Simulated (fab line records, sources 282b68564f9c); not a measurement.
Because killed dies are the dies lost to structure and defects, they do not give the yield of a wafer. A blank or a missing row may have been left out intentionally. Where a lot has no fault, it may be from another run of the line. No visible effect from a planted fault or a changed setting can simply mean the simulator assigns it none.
fab line records	flow ritCmos
record: lots: 15	wafers: 45	lastDay: 7
route steps=202 shown FOX2@26 NRETRO@63 PRETRO@73 REOX@102 M1@202
lots with no fault: from the same line, run without faults
startH: hours from the record's opening day to when the first of the lot's shown wafers began	waitH: hours from the lot's prior step to this one	" as in the row above	L1.1+2: a single row standing in for several wafers	- no value present, or no start provided	* or withheld: withheld	< > ~ a bound
route shown NAME@n: names a module that has steps shown in the file, with the first one's number in the route	usual: average and standard deviation across the fault-free wafers	same: alike in all rows	chamber/n: place in a boat	sites: each site's reading	_std_site: the standard deviation of these	_edge_site: the outer-site mean with the inner-site mean subtracted	radiusMm: for every site, how far away it sits from the centre of the wafer	mask NAME#n: copy n	behind: tool/chamber where the wafer was last shaped	hold: cause of the lot's hold/its duration in hours/its outcome	device: the transistor (n, p or np) that didn't switch	end of line: the tests these same wafers got at the end of their route	a step without rows: its recipe alone	killed: at the first sort, the dies lost to defects and structure; wafer yield is something else	map: dies across one wafer; x = killed, . = not, _ = none there
set.NAME: setting as actually run; set.NAME@STEP: the setting as run at that earlier step	model.NAME: the simulator's own value behind a step, which no gauge read
a sample of lots followed through the steps of the route, with each step as a table and each wafer as a row
services: from which hour (startH, from the record's first day; less than 0 if before it) a tool's chamber was out of use, for how many hours, and why
== steps ==
step: RIT_FOX2_WET_ETCH_03
recipe: chemistry: H3PO4	target: Si3N4	targetDepthNm: 195	tempC: 165	timeS: 2700
usual: bathGuardTempC: 165.0/0.48	bathHeatDutyPct: 30/3.3	tempC: 164.99/0.15
lot.wafer	tool	chamber	startH	waitH	bathGuardTempC	bathHeatDutyPct	tempC
L838.1	wetBench-04	3	21.13	0.0	164.9	32	164.89
L838.4	"	3	"	"	165.2	34	164.95
L838.6	"	3	"	"	165.5	33	164.96
L839.2	wetBench-02	0	25.23	0.0	164.6	31	165.07
L839.3	"	0	"	"	164.4	30	165.17
L839.6	"	0	"	"	164.6	30	165.13
L840.2	wetBench-04	1	29.15	0.0	165.4	26	164.98
L840.3	"	1	"	"	165.4	25	165.12
L840.4	"	1	"	"	165.7	28	164.78
L841.3	wetBench-01	1	34.70	0.0	165.8	32	164.79
L841.4	"	1	"	"	166.2	34	164.89
L841.6	"	1	"	"	165.7	33	164.86
L843.3	wetBench-01	3	45.72	0.0	165.0	31	165.21
L843.5	"	3	"	"	164.8	30	165.32
L843.6	"	3	"	"	165.0	28	165.16
L844.1	wetBench-04	1	51.69	0.0	165.6	27	164.95
L844.3	"	1	"	"	165.9	26	164.94
L844.4	"	1	"	"	166.0	26	164.97
L845.1	wetBench-04	0	55.17	0.0	164.9	24	164.98
L845.2	"	0	"	"	164.8	23	165.05
L845.3	"	0	"	"	165.0	23	165.08
L846.2	wetBench-04	2	60.25	0.0	-	-	-
L846.4	"	2	"	"	-	-	-
L846.6	"	2	"	"	-	-	-
L847.1	wetBench-04	3	65.06	0.0	-	-	-
L847.4	"	3	"	"	-	-	-
L847.5	"	3	"	"	-	-	-
L848.1	wetBench-02	0	68.57	0.0	-	-	-
L848.3	"	0	"	"	-	-	-
L848.6	"	0	"	"	-	-	-
L850.4	wetBench-04	1	85.99	0.0	165.4	27	164.94
L850.5	"	1	"	"	165.9	26	164.89
L850.6	"	1	"	"	165.5	25	164.91
L855.1	wetBench-02	3	107.24	0.0	165.3	28	164.79
L855.2	"	3	"	"	165.6	29	164.90
L855.4	"	3	"	"	165.4	27	164.81
L856.1	wetBench-04	2	110.50	0.0	164.3	34	164.85
L856.3	"	2	"	"	164.4	34	164.71
L856.4	"	2	"	"	164.4	33	164.86
L859.1	wetBench-02	0	125.30	0.0	165.0	32	164.98
L859.3	"	0	"	"	164.7	32	165.08
L859.6	"	0	"	"	164.6	31	165.17
L861.4	wetBench-01	3	136.49	0.0	165.4	30	164.85
L861.5	"	3	"	"	164.5	31	164.93
L861.6	"	3	"	"	165.1	30	165.03
step: RIT_NRETRO_TW_MEAS_10
usual: NRETRO_TW: 1057/12
lot.wafer	tool	chamber	startH	waitH	NRETRO_TW
L838.1	filmMetro-01	-	32.58	0.1	1070
L838.4	"	-	"	"	1066
L838.6	"	-	"	"	1068
L839.2	filmMetro-03	-	36.72	0.1	1048
L839.3	"	-	"	"	1050
L839.6	"	-	"	"	1053
L840.2	filmMetro-04	-	40.46	0.1	1043
L840.3	"	-	"	"	1049
L840.4	"	-	"	"	1044
L841.3	filmMetro-01	-	46.51	0.1	1069
L841.4	"	-	"	"	1072
L841.6	"	-	"	"	1065
L843.3	filmMetro-04	-	58.41	0.1	1044
L843.5	"	-	"	"	1048
L843.6	"	-	"	"	1043
L844.1	filmMetro-04	-	63.60	0.1	1039
L844.3	"	-	"	"	1044
L844.4	"	-	"	"	1046
L845.1	filmMetro-01	-	66.10	0.1	1073
L845.2	"	-	"	"	1071
L845.3	"	-	"	"	1072
L846.2	filmMetro-03	-	71.31	0.1	1054
L846.4	"	-	"	"	1052
L846.6	"	-	"	"	1056
L847.1	filmMetro-04	-	76.26	0.1	1044
L847.4	"	-	"	"	1046
L847.5	"	-	"	"	1045
L848.1	filmMetro-01	-	81.35	0.1	1075
L848.3	"	-	"	"	1073
L848.6	"	-	"	"	1070
L850.4	filmMetro-01	-	100.64	0.1	1071
L850.5	"	-	"	"	1067
L850.6	"	-	"	"	1074
L855.1	filmMetro-03	-	120.81	0.1	1051
L855.2	"	-	"	"	1053
L855.4	"	-	"	"	1052
L856.1	filmMetro-01	-	122.72	0.1	1075
L856.3	"	-	"	"	1075
L856.4	"	-	"	"	1081
L859.1	filmMetro-04	-	136.74	0.1	1049
L859.3	"	-	"	"	1042
L859.6	"	-	"	"	1045
L861.4	filmMetro-04	-	147.90	0.1	1040
L861.5	"	-	"	"	1051
L861.6	"	-	"	"	1044
step: RIT_PRETRO_STRIP_09
recipe: chemistry: O2	timeS: 180	resist: NOVOLAK	platenTempC: withheld	powerW: 500	pressureMtorr: 4000	o2FlowSccm: 4000
usual: drypumpMotorCurrentA: 5.89/0.29
lot.wafer	tool	chamber	startH	waitH	drypumpMotorCurrentA	rfHoursCounterH
L838.1	plasmaAsher-03	1	33.99	0.1	6.06	36
L838.4	"	0	"	"	6.16	-
L838.6	"	0	"	"	6.16	-
L839.2	plasmaAsher-01	0	38.23	0.1	5.69	40
L839.3	"	0	"	"	5.69	-
L839.6	"	0	"	"	5.70	-
L840.2	plasmaAsher-03	1	41.83	0.1	6.07	37
L840.3	"	1	"	"	6.07	-
L840.4	"	0	"	"	6.17	-
L841.3	plasmaAsher-03	0	47.93	0.1	6.16	-
L841.4	"	1	"	"	6.07	-
L841.6	"	0	"	"	6.16	-
L843.3	plasmaAsher-03	0	59.82	0.1	6.17	-
L843.5	"	0	"	"	6.17	-
L843.6	"	1	"	"	6.07	-
L844.1	plasmaAsher-01	1	65.10	0.1	5.77	43
L844.3	"	1	"	"	5.78	-
L844.4	"	0	"	"	5.65	-
L845.1	plasmaAsher-04	1	67.64	0.1	5.29	43
L845.2	"	0	"	"	6.11	43
L845.3	"	1	"	"	5.31	-
L846.2	plasmaAsher-03	0	72.81	0.1	6.15	40
L846.4	"	1	"	"	6.08	-
L846.6	"	1	"	"	6.07	-
L847.1	plasmaAsher-01	0	77.76	0.1	5.67	44
L847.4	"	1	"	"	5.77	-
L847.5	"	1	"	"	5.79	-
L848.1	plasmaAsher-01	1	82.72	0.1	5.75	45
L848.3	"	0	"	"	5.64	-
L848.6	"	0	"	"	5.61	-
L850.4	plasmaAsher-04	1	102.20	0.1	5.29	-
L850.5	"	1	"	"	5.28	-
L850.6	"	0	"	"	6.06	-
L855.1	plasmaAsher-03	1	122.18	0.1	6.10	46
L855.2	"	0	"	"	6.15	46
L855.4	"	0	"	"	6.17	-
L856.1	plasmaAsher-04	1	124.16	0.1	5.28	1
L856.3	"	0	"	"	6.11	-
L856.4	"	1	"	"	5.29	-
L859.1	plasmaAsher-03	0	138.21	0.1	6.17	48
L859.3	"	1	"	"	6.07	-
L859.6	"	0	"	"	6.17	-
L861.4	plasmaAsher-04	1	149.31	0.1	5.29	-
L861.5	"	1	"	"	5.28	-
L861.6	"	0	"	"	6.09	-
step: RIT_REOX_THK_MEAS_04
recipe: reads: SiO2_of_REOX_OXIDATION_03
usual: REOX_OXIDE_THK: 25.2/0.53
lot.wafer	tool	chamber	startH	waitH	REOX_OXIDE_THK[nm]
L838.1	filmMetro-01	-	42.55	0.0	25.7
L838.4	"	-	"	"	26.4
L838.6	"	-	"	"	25.7
L839.2	filmMetro-02	-	49.20	0.0	24.5
L839.3	"	-	"	"	24.8
L839.6	"	-	"	"	24.6
L840.2	filmMetro-02	-	52.00	0.0	25.3
L840.3	"	-	"	"	24.6
L840.4	"	-	"	"	25.0
L841.3	filmMetro-04	-	59.26	0.0	25.1
L841.4	"	-	"	"	24.8
L841.6	"	-	"	"	25.2
L843.3	filmMetro-01	-	70.60	0.0	25.0
L843.5	"	-	"	"	25.1
L843.6	"	-	"	"	25.0
L844.1	filmMetro-02	-	76.00	0.0	26.0
L844.3	"	-	"	"	26.0
L844.4	"	-	"	"	25.9
L845.1	filmMetro-01	-	79.63	0.0	25.8
L845.2	"	-	"	"	25.5
L845.3	"	-	"	"	25.6
L850.4	filmMetro-02	-	115.28	0.0	24.7
L850.5	"	-	"	"	24.5
L850.6	"	-	"	"	24.3
L855.1	filmMetro-04	-	130.74	0.0	24.8
L855.2	"	-	"	"	24.9
L855.4	"	-	"	"	25.3
L856.1	filmMetro-02	-	135.22	0.0	25.1
L856.3	"	-	"	"	25.2
L856.4	"	-	"	"	24.9
L859.1	filmMetro-02	-	147.62	0.0	25.5
L859.3	"	-	"	"	24.8
L859.6	"	-	"	"	25.0
L861.4	filmMetro-01	-	157.73	0.0	24.9
L861.5	"	-	"	"	24.9
L861.6	"	-	"	"	24.6
step: RIT_M1_PROBE_99
usual: killed_at_M0_to_M3: 0.0/0.25	killedAtContacts: 0.0/0.18	killedAtFrontEnd: 7/3.4	killedDies: 7/3.4	killedOnRim: 1.8/1.3	killedOpen: 3.7/2.2	killedShort: 3.6/2.2
same: grossDies: 264	killed_at_M4_up: 0	killedAtBackSide: 0	killedAtOther: 0
lot.wafer	tool	chamber	startH	waitH	killed_at_M0_to_M3	killedAtContacts	killedAtFrontEnd	killedDies	killedOnRim	killedOpen	killedShort
L838.1	prober-02	-	59.17	0.1	0	0	10	10	1	4	6
L838.4	prober-02	-	59.32	0.2	0	0	8	8	2	5	3
L838.6	prober-02	-	59.42	0.2	0	0	7	7	3	5	2
L839.2	prober-01	-	65.91	0.1	0	0	2	2	1	2	0
L839.3	prober-01	-	65.96	0.2	0	1	2	3	1	2	1
L839.6	prober-01	-	66.11	0.2	0	0	4	4	1	3	1
L840.2	prober-01	-	68.63	0.1	0	0	15	15	3	6	9
L840.3	prober-01	-	68.68	0.2	0	0	7	7	1	3	4
L840.4	prober-01	-	68.73	0.2	0	0	11	11	1	4	7
L841.3	prober-01	-	76.39	0.2	0	0	4	4	2	1	3
L841.4	prober-01	-	76.44	0.2	0	0	6	6	1	5	1
L841.6	prober-01	-	76.54	0.2	0	0	11	11	3	7	4
L843.3	prober-01	-	87.27	0.2	0	0	6	6	2	2	4
L843.5	prober-01	-	87.37	0.2	0	0	6	6	1	4	2
L843.6	prober-01	-	87.42	0.2	1	0	4	5	1	2	3
L844.1	prober-02	-	92.52	0.1	0	0	5	5	2	3	2
L844.3	prober-02	-	92.62	0.2	0	0	8	8	3	4	4
L844.4	prober-02	-	92.67	0.2	0	0	8	8	2	5	3
L845.1	prober-01	-	95.77	0.1	0	0	15	15	6	11	4
L845.2	prober-01	-	95.82	0.1	0	0	5	5	1	4	1
L845.3	prober-01	-	95.87	0.2	0	0	8	8	2	4	4
L846.2	prober-02	-	105.16	0.1	0	0	264	264	70	2	4
L846.4	prober-02	-	105.26	0.2	0	0	264	264	70	3	8
L846.6	prober-02	-	105.36	0.2	0	1	263	264	70	1	3
L847.1	prober-01	-	111.22	0.1	0	0	264	264	70	2	3
L847.4	prober-01	-	111.37	0.2	0	0	264	264	70	1	0
L847.5	prober-01	-	111.42	0.2	0	0	264	264	70	2	3
L848.1	prober-02	-	114.48	0.1	0	0	264	264	70	7	1
L848.3	prober-02	-	114.58	0.2	0	0	264	264	70	4	4
L848.6	prober-02	-	114.73	0.2	0	0	264	264	70	6	4
L850.4	prober-02	-	131.86	0.2	0	0	5	5	0	4	1
L850.5	prober-02	-	131.91	0.2	0	0	11	11	4	5	6
L850.6	prober-02	-	131.96	0.2	0	0	5	5	2	1	4
L855.1	prober-02	-	147.49	0.1	0	0	7	7	4	2	5
L855.2	prober-02	-	147.54	0.1	0	0	8	8	2	4	4
L855.4	prober-02	-	147.64	0.2	0	0	3	3	0	0	3
L856.1	prober-02	-	151.38	0.1	0	0	8	8	2	3	4
L856.3	prober-02	-	151.48	0.2	2	0	10	12	3	5	5
L856.4	prober-02	-	151.53	0.2	0	0	4	4	2	1	1
L859.1	prober-01	-	164.06	0.1	0	0	5	5	0	3	2
L859.3	prober-01	-	164.16	0.2	0	0	6	6	1	3	3
L859.6	prober-01	-	164.31	0.2	0	0	0	0	0	0	0
L861.4	prober-01	-	174.17	0.2	0	0	9	9	2	3	6
L861.5	prober-01	-	174.22	0.2	0	0	13	13	4	7	6
L861.6	prober-01	-	174.27	0.2	0	0	4	4	1	2	2
killed by level:class
L838.1 GATE:geometricParticle:short=3 FOX2:geometricParticle:open=2 FOX1:geometricParticle:short=1 FOX2:geometricParticle:short=1 GATE:geometricParticle:open=1 SILICIDE:geometricParticle:short=1 SILICIDE:geometricParticle:open=1
L838.4 GATE:geometricParticle:open=4 FOX1:geometricParticle:short=2 GATE:geometricParticle:short=1 SPACER:geometricParticle:open=1
L838.6 FOX2:geometricParticle:open=2 SPACER:geometricParticle:open=2 FOX1:geometricParticle:short=1 FOX1:geometricParticle:open=1 FOX2:geometricParticle:short=1
L839.2 REOX:geometricParticle:open=1 SPACER:geometricParticle:open=1
L839.3 GATE:geometricParticle:short=1 GATE:geometricParticle:open=1 CONTACT:geometricParticle:open=1
L839.6 SILICIDE:geometricParticle:open=2 GATE:geometricParticle:open=1 SILICIDE:geometricParticle:short=1
L840.2 GATE:geometricParticle:short=5 GATE:geometricParticle:open=2 FOX1:geometricParticle:short=1 FOX2:geometricParticle:open=1 REOX:geometricParticle:open=1 REOX:geometricParticle:short=1 SPACER:geometricParticle:open=1 SPACER:geometricParticle:short=1
L840.3 GATE:geometricParticle:short=2 SPACER:geometricParticle:open=2 FOX2:geometricParticle:open=1 FOX2:geometricParticle:short=1 REOX:geometricParticle:short=1
L840.4 FOX2:geometricParticle:open=2 GATE:geometricParticle:short=2 SPACER:geometricParticle:short=2 SILICIDE:geometricParticle:short=2 FOX2:geometricParticle:short=1 GATE:geometricParticle:open=1 SILICIDE:geometricParticle:open=1
L841.3 FOX1:geometricParticle:short=1 GATE:geometricParticle:short=1 REOX:geometricParticle:open=1 REOX:geometricParticle:short=1
L841.4 GATE:geometricParticle:open=4 REOX:geometricParticle:open=1 SPACER:geometricParticle:short=1
L841.6 REOX:geometricParticle:open=3 GATE:geometricParticle:short=2 SPACER:geometricParticle:short=2 FOX1:geometricParticle:open=1 GATE:geometricParticle:open=1 SPACER:geometricParticle:open=1 SILICIDE:geometricParticle:open=1
L843.3 FOX2:geometricParticle:short=2 GATE:geometricParticle:short=2 GATE:geometricParticle:open=1 SILICIDE:geometricParticle:open=1
L843.5 GATE:geometricParticle:open=3 ACTIVE:geometricParticle:short=1 FOX1:geometricParticle:open=1 FOX1:geometricParticle:short=1
L843.6 GATE:geometricParticle:short=2 FOX1:geometricParticle:open=1 GATE:geometricParticle:open=1 M1:geometricParticle:short=1
L844.1 GATE:geometricParticle:open=2 FOX1:geometricParticle:short=1 FOX1:geometricParticle:open=1 SILICIDE:geometricParticle:short=1
L844.3 GATE:geometricParticle:open=3 GATE:geometricParticle:short=2 REOX:geometricParticle:short=1 REOX:geometricParticle:open=1 SPACER:geometricParticle:short=1
L844.4 GATE:geometricParticle:open=2 FOX1:geometricParticle:short=1 FOX1:geometricParticle:open=1 SPACER:geometricParticle:short=1 SPACER:geometricParticle:open=1 SILICIDE:geometricParticle:open=1 SILICIDE:geometricParticle:short=1
L845.1 GATE:geometricParticle:open=4 GATE:geometricParticle:short=3 SPACER:geometricParticle:open=3 REOX:geometricParticle:open=2 FOX2:geometricParticle:open=1 REOX:geometricParticle:short=1 SILICIDE:geometricParticle:open=1
L845.2 REOX:geometricParticle:open=2 FOX1:geometricParticle:open=1 GATE:geometricParticle:open=1 GATE:geometricParticle:short=1
L845.3 FOX1:geometricParticle:short=1 FOX2:geometricParticle:short=1 FOX2:geometricParticle:open=1 GATE:geometricParticle:open=1 GATE:geometricParticle:short=1 SPACER:geometricParticle:open=1 SILICIDE:geometricParticle:open=1 SILICIDE:geometricParticle:short=1
L846.2 FOX2:areaEtch=257 GATE:geometricParticle:open=2 SPACER:geometricParticle:short=2 GATE:geometricParticle:short=1 SILICIDE:geometricParticle:short=1 NSD:coatMicrobubblePrinted=1
L846.4 FOX2:areaEtch=253 GATE:geometricParticle:short=6 FOX1:geometricParticle:short=2 GATE:geometricParticle:open=2 FOX1:geometricParticle:open=1
L846.6 FOX2:areaEtch=259 GATE:geometricParticle:open=1 GATE:geometricParticle:short=1 SPACER:geometricParticle:short=1 CONTACT:geometricParticle:short=1 NSD:coatMicrobubblePrinted=1
L847.1 FOX2:areaEtch=259 GATE:geometricParticle:short=2 FOX1:geometricParticle:short=1 GATE:geometricParticle:open=1 SILICIDE:geometricParticle:open=1
L847.4 FOX2:areaEtch=263 FOX2:geometricParticle:open=1
L847.5 FOX2:areaEtch=259 FOX1:geometricParticle:short=1 FOX1:geometricParticle:open=1 GATE:geometricParticle:short=1 GATE:geometricParticle:open=1 REOX:geometricParticle:short=1
L848.1 FOX2:areaEtch=256 SILICIDE:geometricParticle:open=3 ACTIVE:geometricParticle:open=1 FOX1:geometricParticle:open=1 GATE:geometricParticle:open=1 SPACER:geometricParticle:open=1 SPACER:geometricParticle:short=1
L848.3 FOX2:areaEtch=256 SPACER:geometricParticle:open=3 FOX1:geometricParticle:short=2 REOX:geometricParticle:short=2 GATE:geometricParticle:open=1
L848.6 FOX2:areaEtch=254 GATE:geometricParticle:open=3 GATE:geometricParticle:short=2 SPACER:geometricParticle:open=2 FOX1:geometricParticle:short=1 REOX:geometricParticle:open=1 SPACER:geometricParticle:short=1
L850.4 GATE:geometricParticle:open=2 SPACER:geometricParticle:open=2 FOX1:geometricParticle:short=1
L850.5 GATE:geometricParticle:short=3 FOX1:geometricParticle:short=2 GATE:geometricParticle:open=2 SPACER:geometricParticle:open=2 FOX2:geometricParticle:short=1 FOX2:geometricParticle:open=1
L850.6 GATE:geometricParticle:short=3 FOX2:geometricParticle:short=1 REOX:geometricParticle:open=1
L855.1 SILICIDE:geometricParticle:short=3 SILICIDE:geometricParticle:open=2 SPACER:geometricParticle:short=2
L855.2 GATE:geometricParticle:open=2 SPACER:geometricParticle:short=2 GATE:geometricParticle:short=1 REOX:geometricParticle:short=1 SPACER:geometricParticle:open=1 SILICIDE:geometricParticle:open=1
L855.4 GATE:geometricParticle:short=2 SILICIDE:geometricParticle:short=1
L856.1 SILICIDE:geometricParticle:open=3 GATE:geometricParticle:short=2 SILICIDE:geometricParticle:short=2 NWELL:coatMicrobubblePrinted=1
L856.3 GATE:geometricParticle:short=2 SPACER:geometricParticle:open=2 SILICIDE:geometricParticle:open=2 SILICIDE:geometricParticle:short=2 M1:coatMicrobubblePrinted=2 FOX2:geometricParticle:open=1 SPACER:geometricParticle:short=1
L856.4 NWELL:coatMicrobubblePrinted=2 GATE:geometricParticle:short=1 REOX:geometricParticle:open=1
L859.1 SPACER:geometricParticle:open=2 FOX1:geometricParticle:open=1 FOX1:geometricParticle:short=1 GATE:geometricParticle:short=1
L859.3 FOX1:geometricParticle:open=1 FOX2:geometricParticle:short=1 GATE:geometricParticle:open=1 GATE:geometricParticle:short=1 SPACER:geometricParticle:open=1 SPACER:geometricParticle:short=1
L859.6
L861.4 GATE:geometricParticle:short=4 GATE:geometricParticle:open=2 REOX:geometricParticle:open=1 SPACER:geometricParticle:short=1 SILICIDE:geometricParticle:short=1
L861.5 GATE:geometricParticle:open=3 GATE:geometricParticle:short=3 SILICIDE:geometricParticle:open=2 FOX2:geometricParticle:open=1 FOX2:geometricParticle:short=1 REOX:geometricParticle:short=1 REOX:geometricParticle:open=1 SPACER:geometricParticle:short=1
L861.6 FOX2:geometricParticle:short=1 GATE:geometricParticle:open=1 REOX:geometricParticle:open=1 SILICIDE:geometricParticle:short=1
== services ==
tool	chamber	startH	hours	kind
wetBench-01	-	14.31	1.5	repair
plasmaAsher-03	-	23.76	2.9	repair
wetBench-02	-	75.03	3.9	repair
plasmaAsher-04	-	108.84	9.0	pm
plasmaAsher-04	0	108.84	9.0	ventCycle
plasmaAsher-04	1	108.84	9.0	ventCycle
plasmaAsher-04	0	117.84	-	clean
plasmaAsher-04	1	117.84	-	clean
wetBench-01	-	121.96	4.6	repair
== key ==
firstSign: step: RIT_FOX2_WET_ETCH_03	reading: toolRecord	direction: missing
effect: step: RIT_M1_PROBE_99	reading: killedAtFrontEnd	direction: up	sigmas: 75	usual: 7	struck: 264
moreKillsBornAt: RIT_FOX2_WET_ETCH_03@wetBench-04: 1550	RIT_FOX2_WET_ETCH_03@wetBench-02: 766
metAt RIT_FOX2_WET_ETCH_03
struckLots L846,L847,L848
laterRowsLeftOut L846.2,L846.4,L846.6,L847.1,L847.4,L847.5,L848.1,L848.3,L848.6
testerLeftOut L846,L847,L848
notActingAt RIT_NRETRO_TW_MEAS_10,RIT_PRETRO_STRIP_09,RIT_REOX_THK_MEAS_04
onsetBetween 55.17 60.25
fault: kind: skippedStepWhole	tool: wetBench-02,wetBench-04	chamber: -	onsetH: 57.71	steps: RIT_FOX2_WET_ETCH_03	scope: struckLotsOnly
testerLeftOut: of these lots the tester's yield and bins aren't shown, on N5 and GAA mostly nor the transistor test; their killed dies are dies lost to structure and defects alone, not to doping, threshold or leakage, so they don't give the yield
laterRowsLeftOut: the simulator's readings of these wafers behind a module that went badly wrong aren't trusted and aren't shown, but for the sort
